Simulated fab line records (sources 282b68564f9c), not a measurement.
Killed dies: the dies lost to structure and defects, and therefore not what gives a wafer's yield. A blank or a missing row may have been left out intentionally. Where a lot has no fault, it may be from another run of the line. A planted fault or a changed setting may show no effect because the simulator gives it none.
fab line records    flow rit-cmos
[record] lots = 7  wafers = 21  last-day = 7
route steps=202 shown M1@186
lots with no fault: from the same line, run without faults
start-h: the number of hours between the record's first day and the start of the first shown wafer of the lot    wait-h: hours since the lot's step before    " unchanged from the row above    L1.1+2: a single row standing in for several wafers    - no value, or no start was given    * or withheld: withheld    < > ~ a bound
route shown NAME@n: names a module that has steps shown in the file, with the first one's number in the route    usual: the fault-free wafers' mean and standard deviation    same: alike in all rows    chamber/n: place in a boat    sites: per-site readings    _std_site: standard deviation of those values    _edge_site: mean of outer sites minus mean of inner sites    radius-mm: for every site, how far away it sits from the centre of the wafer    mask NAME#n: copy n    behind: the tool/chamber that last shaped the wafer    hold: reason for holding the lot/hours on hold/outcome of the hold    device: which transistor (n, p or np) failed to switch    end of line: tests of these same wafers at the route's end    where a step has no rows: the recipe by itself    killed: the dies lost at the first sort to structure and to defects; this is not the yield of the wafer    map: per-die view of a wafer (x killed, . not killed, _ where there is no die)
set.NAME: the setting as run; set.NAME@STEP: as run at that earlier step    model.NAME: the simulator's own value behind a step, which no gauge read
lots seen at some steps along the route; tables by step, rows by wafer
services: a tool's chamber out of use, with start hour (start-h, from the record's first day; less than 0 if before it), hours out, and reason
[[steps]]
[step RIT_M1_THK_MEAS_02]
[recipe] thk-meas-gauge = xrf  reads = Al_of_M1_SPUTTER_00
[usual] M1_AL_THK = 408/3.8
lot.wafer  tool           chamber  start-h  wait-h  M1_AL_THK[nm]
L690.3     film-metro-03  -        52.87    0.1     402
L690.4     "              -        "        "       406
L690.6     "              -        "        "       409
L691.2     film-metro-03  -        59.05    0.1     406
L691.5     "              -        "        "       399
L691.6     "              -        "        "       405
L705.2     film-metro-02  -        127.73   0.1     410
L705.3     "              -        "        "       409
L705.5     "              -        "        "       408
L709.3     film-metro-02  -        149.67   0.1     405
L709.4     "              -        "        "       407
L709.6     "              -        "        "       406
L710.3     film-metro-01  -        154.99   0.1     411
L710.5     "              -        "        "       407
L710.6     "              -        "        "       413
L711.3     film-metro-01  -        158.21   0.1     406
L711.4     "              -        "        "       403
L711.5     "              -        "        "       405
L713.1     film-metro-03  -        172.78   0.1     411
L713.5     "              -        "        "       410
L713.6     "              -        "        "       408
[step RIT_M1_HMDS_03]
[recipe] prime-time-s = 60  prime-temp-c = 140
[step RIT_M1_COAT_04]
[recipe] resist = NOVOLAK  spin-rpm = 2000  resist-thk-nm = 1300
[step RIT_M1_SOFTBAKE_05]
[recipe] resist = NOVOLAK  temp-c = 90  time-s = 60
[step RIT_M1_EXPOSE_06]
[recipe] mask-id = M12  na = 0.6  source-shape = conventional  sigma-outer = 0.5  target-cd-nm = 2600  dose-mj = 250
[step RIT_M1_PEB_07]
[recipe] resist = NOVOLAK  temp-c = withheld  time-s = withheld
[step RIT_M1_DEVELOP_08]
[recipe] resist = NOVOLAK  develop-time-s = 68.88  dev-temp-c = 23
[step RIT_M1_CD_MEAS_09]
[recipe] target-cd-nm = 2600
[usual] cd-nm = 2600.8/2.1
lot.wafer  tool       chamber  start-h  wait-h  cd-nm
L690.3     cd-sem-02  -        53.95    -       2601.2
L690.4     "          -        "        "       2600.3
L690.6     "          -        "        "       2599.6
L691.2     cd-sem-02  -        60.13    -       2600.6
L691.5     "          -        "        "       2602.0
L691.6     "          -        "        "       2602.2
L705.2     cd-sem-01  -        128.92   -       2603.5
L705.3     "          -        "        "       2599.0
L705.5     "          -        "        "       2600.6
L709.3     cd-sem-01  -        150.76   -       2596.7
L709.4     "          -        "        "       2597.1
L709.6     "          -        "        "       2597.8
L710.3     cd-sem-01  -        156.08   -       2600.8
L710.5     "          -        "        "       2601.4
L710.6     "          -        "        "       2600.3
L711.3     cd-sem-01  -        159.17   -       2603.4
L711.4     "          -        "        "       2602.9
L711.5     "          -        "        "       2600.9
L713.1     cd-sem-02  -        173.75   -       2601.7
L713.5     "          -        "        "       2601.6
L713.6     "          -        "        "       2603.7
[step RIT_M1_OVL_MEAS_10]
[usual] M1_OVL = -0.1/1.4
lot.wafer  tool        chamber  start-h  wait-h  M1_OVL[nm]
L690.3     overlay-02  -        54.04    0.1     -1.6
L690.4     "           -        "        "       -0.3
L690.6     "           -        "        "       -1.7
L691.2     overlay-01  -        60.23    0.1     1.4
L691.5     "           -        "        "       -2.1
L691.6     "           -        "        "       -2.5
L705.2     overlay-01  -        129.02   0.1     2.4
L705.3     "           -        "        "       -0.1
L705.5     "           -        "        "       -1.0
L709.3     overlay-01  -        150.85   0.1     -0.9
L709.4     "           -        "        "       0.2
L709.6     "           -        "        "       -0.3
L710.3     overlay-01  -        156.17   0.1     0.7
L710.5     "           -        "        "       2.1
L710.6     "           -        "        "       2.8
L711.3     overlay-01  -        159.26   0.1     2.2
L711.4     "           -        "        "       1.6
L711.5     "           -        "        "       1.2
L713.1     overlay-02  -        173.87   0.1     -0.3
L713.5     "           -        "        "       1.2
L713.6     "           -        "        "       1.7
[step RIT_M1_HARDBAKE_11]
[recipe] resist = NOVOLAK  temp-c = 140  time-s = 120
[step RIT_M1_METAL_ETCH_12]
[recipe] stop-on = SiO2  chemistry = Cl2/BCl3  target = Al  time-s = 165  over-etch-frac = 0.5  pressure-mtorr = 100  target-depth-a = 6000  rf-w = 250  Cl2_flow_sccm = 60  bcl3-flow-sccm = 50
[usual] drypump-motor-current-A = 5.5/0.48  oes-product-au = 0.776/0.014  throttle-valve-pct = 8.22/0.096
[same] over-etch-frac = 0.5
lot.wafer  tool          chamber  start-h  wait-h  drypump-motor-current-A  oes-product-au  rf-hours-counter-h  throttle-valve-pct
L690.3     rie-metal-04  0        54.37    0.2     5.8                      0.764           -                   8.19
L690.4     "             1        "        "       5.3                      0.774           -                   8.31
L690.6     "             1        "        "       5.4                      0.785           -                   8.31
L691.2     rie-metal-03  1        60.51    0.2     6.5                      0.780           1                   8.08
L691.5     "             1        "        "       6.5                      0.770           -                   8.07
L691.6     "             0        "        "       5.1                      0.759           -                   8.20
L705.2     rie-metal-04  1        129.30   0.2     5.4                      0.774           38                  8.32
L705.3     "             1        "        "       5.3                      0.774           -                   8.32
L705.5     "             1        "        "       5.4                      0.778           -                   8.31
L709.3     rie-metal-01  0        151.18   0.2     5.8                      0.764           -                   8.16
L709.4     "             1        "        "       5.0                      0.794           -                   8.38
L709.6     "             0        "        "       5.8                      0.764           -                   8.15
L710.3     rie-metal-04  0        156.55   0.2     5.8                      0.769           -                   8.19
L710.5     "             1        "        "       5.3                      0.783           -                   8.32
L710.6     "             0        "        "       5.7                      0.775           -                   8.20
L711.3     rie-metal-03  0        159.64   0.2     5.1                      0.751           -                   8.20
L711.4     "             0        "        "       5.1                      0.763           -                   8.20
L711.5     "             0        "        "       5.1                      0.754           -                   8.19
L713.1     rie-metal-04  1        174.16   0.2     5.3                      0.785           0                   8.31
L713.5     "             0        "        "       5.7                      0.776           -                   8.19
L713.6     "             1        "        "       5.3                      0.776           -                   8.31
[step RIT_M1_STRIP_13]
[recipe] chemistry = nmp  resist = NOVOLAK  temp-c = 80  time-s = 600  dry = n2-spin
[step RIT_M1_STRIP_14]
[recipe] chemistry = O2  time-s = 180  platen-temp-c = withheld  power-w = 500  pressure-mtorr = 4000  o2-flow-sccm = 4000
[usual] drypump-motor-current-A = 5.4/0.62  rf-refl-power-W = 8.5/1.3  run-length-s = 207.9/0.44
lot.wafer  tool             chamber  start-h  wait-h  drypump-motor-current-A  rf-hours-counter-h  rf-refl-power-W  run-length-s
L690.3     plasma-asher-02  1        54.71    0.1     5.5                      -                   9.9              208.2
L690.4     "                0        "        "       4.7                      -                   9.2              207.4
L690.6     "                0        "        "       4.7                      -                   9.1              207.3
L691.2     plasma-asher-04  0        60.85    0.0     6.3                      44                  6.5              207.7
L691.5     "                0        "        "       6.3                      -                   6.9              207.4
L691.6     "                1        "        "       4.8                      -                   9.1              207.6
L705.2     plasma-asher-04  1        129.67   0.0     4.8                      52                  8.6              207.5
L705.3     "                1        "        "       4.8                      -                   8.3              207.6
L705.5     "                0        "        "       6.3                      -                   -                192.8
L709.3     plasma-asher-01  0        151.54   0.1     5.9                      -                   9.0              208.2
L709.4     "                1        "        "       6.0                      -                   6.6              208.1
L709.6     "                0        "        "       6.0                      -                   8.5              207.7
L710.3     plasma-asher-04  1        156.93   0.1     4.9                      -                   8.8              207.5
L710.5     "                0        "        "       6.3                      -                   -                192.4
L710.6     "                1        "        "       4.9                      -                   8.5              207.8
L711.3     plasma-asher-04  0        160.11   0.1     6.3                      -                   -                192.6
L711.4     "                1        "        "       4.8                      -                   9.0              207.5
L711.5     "                0        "        "       6.3                      -                   -                192.3
L713.1     plasma-asher-02  1        174.50   0.0     5.5                      40                  10.0             208.5
L713.5     "                0        "        "       4.7                      -                   9.2              207.2
L713.6     "                1        "        "       5.5                      -                   10.1             208.5
[step RIT_M1_CD_MEAS_90]
[recipe] target-cd-nm = 2600
[usual] cd-nm = 2601.1/2.2
lot.wafer  tool       chamber  start-h  wait-h  cd-nm
L690.3     cd-sem-02  -        54.87    0.1     2598.1
L690.4     "          -        "        "       2599.8
L690.6     "          -        "        "       2598.3
L691.2     cd-sem-01  -        61.05    0.1     2600.7
L691.5     "          -        "        "       2601.9
L691.6     "          -        "        "       2602.3
L705.2     cd-sem-01  -        129.87   0.1     2602.1
L705.3     "          -        "        "       2597.6
L705.5     "          -        "        "       2599.9
L709.3     cd-sem-01  -        151.69   0.1     2598.9
L709.4     "          -        "        "       2598.4
L709.6     "          -        "        "       2600.4
L710.3     cd-sem-01  -        157.08   0.1     2600.1
L710.5     "          -        "        "       2601.0
L710.6     "          -        "        "       2598.9
L711.3     cd-sem-01  -        160.26   0.1     2602.6
L711.4     "          -        "        "       2603.3
L711.5     "          -        "        "       2602.3
L713.1     cd-sem-02  -        174.67   0.1     2602.6
L713.5     "          -        "        "       2600.1
L713.6     "          -        "        "       2603.2
[step RIT_M1_PROBE_99]
[usual] defect-limited-yield = 97.3/1.2  killed-at-contacts = 0.0/0.2  killed-at-front-end = 7/3.1  killed-dies = 7/3.1  killed-open = 3.5/1.9  killed-short = 3.6/2.1
[same] gross-dies = 264  killed_at_M0_to_M3 = 0  killed_at_M4_up = 0  killed-at-back-side = 0  killed-at-other = 0
lot.wafer  tool       chamber  start-h  wait-h  defect-limited-yield[%]  killed-at-contacts  killed-at-front-end  killed-dies  killed-open  killed-short
L690.3     prober-02  -        56.67    0.2     99.2                     0                   2                    2            0            2
L690.4     prober-02  -        56.72    0.2     96.6                     0                   9                    9            7            2
L690.6     prober-02  -        56.82    0.2     96.6                     0                   9                    9            5            4
L691.2     prober-01  -        62.82    0.1     97.0                     0                   8                    8            1            7
L691.5     prober-01  -        62.97    0.2     96.2                     0                   10                   10           7            3
L691.6     prober-01  -        63.02    0.2     97.0                     0                   8                    8            2            6
L705.2     prober-01  -        133.98   0.1     94.7                     0                   14                   14           7            7
L705.3     prober-01  -        134.03   0.2     96.2                     0                   10                   10           5            5
L705.5     prober-01  -        134.13   0.2     98.1                     0                   5                    5            1            4
L709.3     prober-01  -        153.54   0.2     97.0                     0                   8                    8            4            4
L709.4     prober-01  -        153.59   0.2     97.3                     0                   7                    7            3            4
L709.6     prober-01  -        153.69   0.2     98.5                     0                   4                    4            3            1
L710.3     prober-02  -        159.94   0.2     99.6                     0                   1                    1            1            0
L710.5     prober-02  -        160.04   0.2     98.1                     0                   5                    5            2            3
L710.6     prober-02  -        160.09   0.2     98.5                     0                   4                    4            2            2
L711.3     prober-01  -        162.50   0.2     95.1                     0                   13                   13           5            8
L711.4     prober-01  -        162.55   0.2     96.2                     0                   10                   10           6            4
L711.5     prober-01  -        162.60   0.2     97.3                     0                   7                    7            3            4
L713.1     prober-01  -        176.41   0.1     98.1                     0                   5                    5            2            3
L713.5     prober-01  -        176.61   0.2     95.5                     1                   11                   12           7            5
L713.6     prober-01  -        176.66   0.2     98.5                     0                   4                    4            2            2
// killed by level:class
L690.3 FOX2:geometric-particle:short=2
L690.4 SPACER:geometric-particle:open=3 FOX2:geometric-particle:open=2 SPACER:geometric-particle:short=2 FOX1:geometric-particle:open=1 GATE:geometric-particle:open=1
L690.6 GATE:geometric-particle:open=4 GATE:geometric-particle:short=2 FOX2:geometric-particle:short=1 SPACER:geometric-particle:open=1 SILICIDE:geometric-particle:short=1
L691.2 GATE:geometric-particle:short=3 FOX1:geometric-particle:short=2 GATE:geometric-particle:open=1 REOX:geometric-particle:short=1 SILICIDE:geometric-particle:short=1
L691.5 GATE:geometric-particle:open=3 FOX1:geometric-particle:short=2 SPACER:geometric-particle:open=2 FOX1:geometric-particle:open=1 REOX:geometric-particle:open=1 SILICIDE:geometric-particle:short=1
L691.6 GATE:geometric-particle:short=2 REOX:geometric-particle:short=2 SILICIDE:geometric-particle:short=2 GATE:geometric-particle:open=1 REOX:geometric-particle:open=1
L705.2 GATE:geometric-particle:open=3 FOX2:geometric-particle:short=2 GATE:geometric-particle:short=2 SPACER:geometric-particle:short=2 FOX1:geometric-particle:open=1 REOX:geometric-particle:short=1 REOX:geometric-particle:open=1 SPACER:geometric-particle:open=1
L705.3 SILICIDE:geometric-particle:open=4 REOX:geometric-particle:short=2 SILICIDE:geometric-particle:short=2 GATE:geometric-particle:short=1 GATE:geometric-particle:open=1
L705.5 FOX1:geometric-particle:short=2 SPACER:geometric-particle:short=2 GATE:geometric-particle:open=1
L709.3 SPACER:geometric-particle:short=3 SILICIDE:geometric-particle:open=3 FOX2:geometric-particle:short=1 GATE:geometric-particle:open=1
L709.4 REOX:geometric-particle:open=3 GATE:geometric-particle:short=2 REOX:geometric-particle:short=1 SILICIDE:geometric-particle:short=1
L709.6 REOX:geometric-particle:open=2 FOX2:geometric-particle:open=1 REOX:geometric-particle:short=1
L710.3 FOX1:geometric-particle:open=1
L710.5 FOX1:geometric-particle:open=1 FOX2:geometric-particle:short=1 GATE:geometric-particle:short=1 GATE:geometric-particle:open=1 SPACER:geometric-particle:short=1
L710.6 GATE:geometric-particle:open=2 GATE:geometric-particle:short=1 REOX:geometric-particle:short=1
L711.3 GATE:geometric-particle:open=2 GATE:geometric-particle:short=2 SPACER:geometric-particle:short=2 SILICIDE:geometric-particle:short=2 FOX1:geometric-particle:short=1 FOX1:geometric-particle:open=1 FOX2:geometric-particle:open=1 REOX:geometric-particle:short=1
L711.4 GATE:geometric-particle:open=4 GATE:geometric-particle:short=4 SPACER:geometric-particle:open=2
L711.5 GATE:geometric-particle:short=3 SILICIDE:geometric-particle:open=2 GATE:geometric-particle:open=1 SPACER:geometric-particle:short=1
L713.1 GATE:geometric-particle:open=1 GATE:geometric-particle:short=1 SPACER:geometric-particle:short=1 SILICIDE:geometric-particle:short=1 SILICIDE:geometric-particle:open=1
L713.5 GATE:geometric-particle:open=3 REOX:geometric-particle:short=2 SILICIDE:geometric-particle:open=2 FOX1:geometric-particle:short=1 FOX1:geometric-particle:open=1 GATE:geometric-particle:short=1 SILICIDE:geometric-particle:short=1 CONTACT:geometric-particle:open=1
L713.6 FOX1:geometric-particle:short=1 REOX:geometric-particle:short=1 REOX:geometric-particle:open=1 SILICIDE:geometric-particle:open=1
[[services]]
tool             chamber  start-h  hours  kind
rie-metal-04     -        48.02    0.1    repair
plasma-asher-02  -        50.59    2.3    repair
plasma-asher-01  -        60.14    2.8    pm
plasma-asher-02  -        77.20    0.7    repair
plasma-asher-02  -        78.69    1.6    repair
plasma-asher-02  -        88.25    2.5    repair
rie-metal-04     -        136.12   20.0   pm
rie-metal-04     0        136.12   20.0   vent-cycle
rie-metal-04     1        136.12   20.0   vent-cycle
rie-metal-03     1        138.91   25.4   repair
rie-metal-04     0        156.12   -      clean
rie-metal-04     1        156.12   -      clean
[[key]]
[first-sign] step = RIT_M1_STRIP_14  reading = run-length-s  direction = down  sigmas = 35  usual = *  struck = *
effect none on later readings
met-at RIT_M1_STRIP_14
struck-wafers L705.5,L710.5,L711.3,L711.5
onset-between 60.85 129.67
[fault] kind = process-parameter-drift  tool = plasma-asher-04  chamber = 0  onset-h = 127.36  steps = RIT_M1_STRIP_14  channel = time-s  offset = *  shape = step  end-h = 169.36  acts-in = *  stated = *
